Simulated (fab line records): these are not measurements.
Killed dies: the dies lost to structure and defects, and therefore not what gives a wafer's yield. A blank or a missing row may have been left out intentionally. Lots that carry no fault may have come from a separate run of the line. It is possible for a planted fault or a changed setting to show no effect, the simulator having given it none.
Problem report in the 8D (eight disciplines) form, filled by code	flow berkeleyCmos170	the parts of the form that need people (team, actions taken, sign-off) are left out

== 1. WHAT WENT WRONG ==
Wafers free of any fault read 2217 (standard deviation 18) for NLDD_TW at UCB170_NLDD_TW_MEAS_11, against a mean of 2082 on 6 wafers of 2 lots. Relative to the usual mean, that is a shift of -7.5 standard deviations.
Seen first at day 10 12:03 on filmMetro-04, wafer L808.2. The record holds 42 wafers of 14 lots with a number at this step. The rule behind "out" and "out of limits": a value lying over 4 standard deviations away from the usual mean. The other wafers with a number count as sound.

== 2. WHAT IT IS, AND WHAT IT ISN'T ==
question	is	is not
which readings at this step	NLDD_TW	-
which lots	L808, L814	L792, L796, L797, L798, L799, L800, L802, L803, L804, L809, L810, L811
which wafers of those lots	all that have a number	-
read on which gauges	filmMetro-01, filmMetro-04	filmMetro-02
when	from day 10 12:03	up to then (27 sound wafers); but 9 sound wafers of L809, L810, L811 came after

== 3. SUSPECTS, AND WHAT RULES EACH OUT ==
Counting: any tool at a process step up to the reading is kept as a suspect provided that every lot that is out went through it and no sound lot did after the first of them.
- the gauge at UCB170_NLDD_TW_MEAS_11 has been ruled out. The wafers that are out were read on 2 gauges (filmMetro-01, filmMetro-04).
- implanter-02 at UCB170_NLDD_IMPLANT_09: kept. All lots that are out passed through it, beginning with L808 at day 10 11:49, and no sound lot followed; its final sound lot before that point was L804 at day 9 19:32. Its own doseIonsCm2, faradayCurrentUA readings are out on those wafers.
Remaining after the count: implanter-02 at UCB170_NLDD_IMPLANT_09.

== 4. THE CAUSE (what the simulator had put in) ==
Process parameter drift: implanter-02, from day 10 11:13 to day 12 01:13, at UCB170_NLDD_IMPLANT_09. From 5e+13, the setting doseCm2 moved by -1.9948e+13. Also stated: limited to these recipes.
This tool alone remained once counting was done.

== 5. THE EFFECT CHAIN, in route order ==
Each row: a reading where the mean over the struck wafers with a number is more than 3 standard deviations away from the usual. Readings are gone through only where the record gives a usual standard deviation; hours: the median, over the lots, of the time from a lot's start at the first step in this table giving one to that lot's start at this step; sigmas: the change measured in usual standard deviations.
hours	step	reading	usual	on struck wafers	change	sigmas
0	UCB170_NLDD_IMPLANT_09	doseIonsCm2	4.999e+13	3.008e+13	-1.991e+13	-99 or more
0	UCB170_NLDD_IMPLANT_09	faradayCurrentUA	158	94	-64	-19
0	UCB170_NLDD_TW_MEAS_11	NLDD_TW	2217	2082	-135	-7.5
10	UCB170_SDANNEAL_RS_MEAS_05	NLDD_RS	615.7 ohm/sq	715.3	+99.6	+71
Here are the process steps it includes:
- UCB170_NLDD_IMPLANT_09
At these later measuring or inspecting steps, every struck wafer for which the step has a row has a number for every such reading, and none has moved that far: UCB170_NSD_OVL_MEAS_07.

== 6. WHAT WOULD HAVE CAUGHT IT SOONER ==
In this record the first reading out of limits at a measuring or inspecting step was taken at day 10 12:03, 1 hour after the fault began at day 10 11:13.
The tool's own readings at UCB170_NLDD_IMPLANT_09 were out on every struck wafer that the step has a row for (doseIonsCm2, faradayCurrentUA): an alarm limit on them would have fired on the first of those.
Of the lots that are out (2), L814 began UCB170_NLDD_IMPLANT_09 on implanter-02 after day 10 12:03. A tool hold placed at that time would have kept it from harm.
